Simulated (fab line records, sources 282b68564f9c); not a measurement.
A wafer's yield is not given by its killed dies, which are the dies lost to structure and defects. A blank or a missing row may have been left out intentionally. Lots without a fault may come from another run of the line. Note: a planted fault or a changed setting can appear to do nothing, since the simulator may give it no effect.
A struck lot beside a sound one    flow rit_cmos    18 out of 202 route steps
Sound: wafers L235.2, L235.5, L235.6. Wafers L234.1, L234.3, L234.6 were the ones struck. The cause is named last.
Each step with rows lists, per side, the tool, then ch with its chambers, then its first start. Under that, the readings that differ: sound wafers    struck wafers    difference of the means    sigmas: that difference in standard deviations of wafers without a fault.
alike: readings with means less than 2 such deviations apart, plus words and numbers identical on both sides. not compared: withheld readings, readings lacking a value on some wafer, bounds such as >300 that could conceal the same value, and numbers that have no deviation in the record and whose values overlap.
The two part at a step that has a row with sigmas, a row that says differs or no value, or rows on one side only. When numbers do not overlap yet have no deviation, they are printed without sigmas and do not part them. Lack of a reading on every wafer of one side parts them only where that side has two or more wafers.

first, 2 steps without rows for these wafers: RIT_NWELL_HARDBAKE_07 (time 120 s); RIT_NWELL_IMPLANT_08.
RIT_NWELL_STRIP_09: strips in O2, time 180 s.
  sound on plasma_asher-01 ch 0,1, day 6 12:46; struck on plasma_asher-04 ch 0,1, day 6 07:13
  alike: drypump_motor_current_A
  not compared: rf_hours_counter_h
RIT_NWELL_TW_MEAS_10:
  sound on film_metro-01, day 6 12:57; struck on film_metro-04, day 6 07:23
  alike: NWELL_TW
then, 6 steps without rows for these wafers: RIT_PWELL_HMDS_00 (prime time 60 s); RIT_PWELL_COAT_01 (resist thk 1300 nm); RIT_PWELL_SOFTBAKE_02 (time 60 s); RIT_PWELL_EXPOSE_03 (exposes mask M3, target cd 43700 nm); RIT_PWELL_PEB_04; RIT_PWELL_DEVELOP_05 (develop time 68 s).
RIT_PWELL_OVL_MEAS_06:
  sound on overlay-02, day 6 14:01; struck on overlay-02, day 6 08:20
  alike: PWELL_OVL
then, 1 step without rows for these wafers: RIT_PWELL_HARDBAKE_07 (time 120 s).
RIT_PWELL_IMPLANT_08:
  sound on implanter-01 ch 0, day 6 14:19; struck on implanter-02 ch 0, day 6 08:44
reading             sound                          struck                        difference  sigmas
dose_ions_cm2       6.998e+13 6.999e+13 6.998e+13  7.859e+13 7.872e+13 7.86e+13  +8.653e+12  +99 or more
faraday_current_uA  224 223 224                    256 246 255                   +29         +7
RIT_PWELL_STRIP_09: strips in O2, time 180 s.
  sound on plasma_asher-02 ch 0,1, day 6 14:26; struck on plasma_asher-04 ch 0,1, day 6 08:53
  alike: drypump_motor_current_A
  not compared: rf_hours_counter_h
RIT_PWELL_TW_MEAS_10:
  sound on film_metro-01, day 6 14:37; struck on film_metro-04, day 6 09:17
reading   sound        struck       difference  sigmas
PWELL_TW  941 948 948  978 984 987  +37         +6
  not compared: hold
RIT_WELLDRIVE_RS_MEAS_01: a four-point-probe measurement.
  sound on film_metro-04, day 6 20:08; struck on film_metro-04, day 6 17:22
  alike: NWELL_RS
RIT_WELLDRIVE_RS_MEAS_02: a four-point-probe measurement.
  sound on film_metro-04, day 6 20:15; struck on film_metro-04, day 6 17:52
reading            sound              struck             difference  sigmas
PWELL_RS (ohm/sq)  429.8 430.0 430.2  400.6 401.4 400.1  -29.3       -23
  not compared: hold
RIT_M1_PROBE_99:
  the record has rows for the struck wafers here (prober-02, day 8 06:07) and none for the sound ones

## WHERE THEY PART
Last at RIT_M1_PROBE_99 as far as this record goes, first at RIT_PWELL_IMPLANT_08.

WHY: what had been put in by the simulator
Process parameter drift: implanter-02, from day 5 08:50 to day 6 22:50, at RIT_PWELL_IMPLANT_08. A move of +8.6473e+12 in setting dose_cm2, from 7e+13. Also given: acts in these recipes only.
